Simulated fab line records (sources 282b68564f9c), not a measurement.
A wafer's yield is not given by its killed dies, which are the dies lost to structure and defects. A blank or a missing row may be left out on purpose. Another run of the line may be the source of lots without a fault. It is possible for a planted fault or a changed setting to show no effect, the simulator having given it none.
A struck lot beside a sound one    flow rit-cmos    15 out of 202 route steps
Sound: these wafers, L357.3, L357.4, L357.6. The struck wafers were L365.1, L365.3, L365.4. At the end, the cause is stated.
At each step with rows: each side's tool, then ch and its chambers, then its first start. Under that, the readings that differ: sound wafers    struck wafers    difference of the means    sigmas: that difference in standard deviations of wafers without a fault.
alike: readings whose means differ by less than 2 such deviations, and words and numbers that are the same on both sides. not compared: withheld readings, readings that some wafer has no value for, bounds like >300 that may hide the same value, and numbers for which the record gives no deviation and whose values overlap.
The two part at a step that has a row with sigmas, a row that says differs or no value, or rows on one side only. When numbers do not overlap yet have no deviation, they are printed without sigmas and do not part them. A reading missing from all wafers of one side parts the sides only when that side holds two or more wafers.

first, 5 steps without rows for these wafers: RIT_NLDD_COAT_01 (resist thk 1000 nm); RIT_NLDD_SOFTBAKE_02 (time 60 s); RIT_NLDD_EXPOSE_03 (exposes mask M7, target cd 40700 nm); RIT_NLDD_PEB_04; RIT_NLDD_DEVELOP_05 (develop time 50 s).
RIT_NLDD_OVL_MEAS_06:
  sound on overlay-01, day 3 09:37; struck on overlay-01, day 5 02:04
  alike: NLDD_OVL
then, 2 steps without rows for these wafers: RIT_NLDD_HARDBAKE_07 (time 60 s); RIT_NLDD_IMPLANT_08.
RIT_NLDD_STRIP_09: strips in O2, time 180 s.
  sound on plasma-asher-04 ch 0,1, day 3 09:59; struck on plasma-asher-02 ch 0,1, day 5 02:24
  alike: drypump-motor-current-A
  not compared: rf-hours-counter-h
RIT_NLDD_TW_MEAS_10:
  sound on film-metro-02, day 3 10:08; struck on film-metro-04, day 5 02:35
  alike: NLDD_TW
then, 2 steps without rows for these wafers: RIT_PLDD_HMDS_00 (prime time 60 s); RIT_PLDD_COAT_01 (resist thk 1000 nm).
RIT_PLDD_SOFTBAKE_02: time 60 s.
  sound on litho-track-02 ch 0, day 3 10:31; struck on litho-track-03 ch 0, day 5 03:02
reading           sound              struck                difference  sigmas
run-length-s (s)  88.66 88.65 88.76  101.45 101.35 101.48  +12.74      +51
  alike: chill-plate-temp-C
then, 1 step without rows for these wafers: RIT_PLDD_EXPOSE_03 (exposes mask M8, target cd 40900 nm).
RIT_M1_PROBE_99:
  sound on prober-01, day 4 01:35; struck on prober-01, day 5 17:43
  alike: killed_at_M0_to_M3, killed-at-contacts, killed-at-front-end, killed-dies, killed-open, killed-short

== WHERE THEY PART ==
At RIT_PLDD_SOFTBAKE_02 and nowhere else, as far as this record goes. Later steps at which nothing parts them and some readings are alike: RIT_M1_PROBE_99.

WHY: whatever the simulator had introduced
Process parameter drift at RIT_PLDD_SOFTBAKE_02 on litho-track-03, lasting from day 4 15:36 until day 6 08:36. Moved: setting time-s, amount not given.
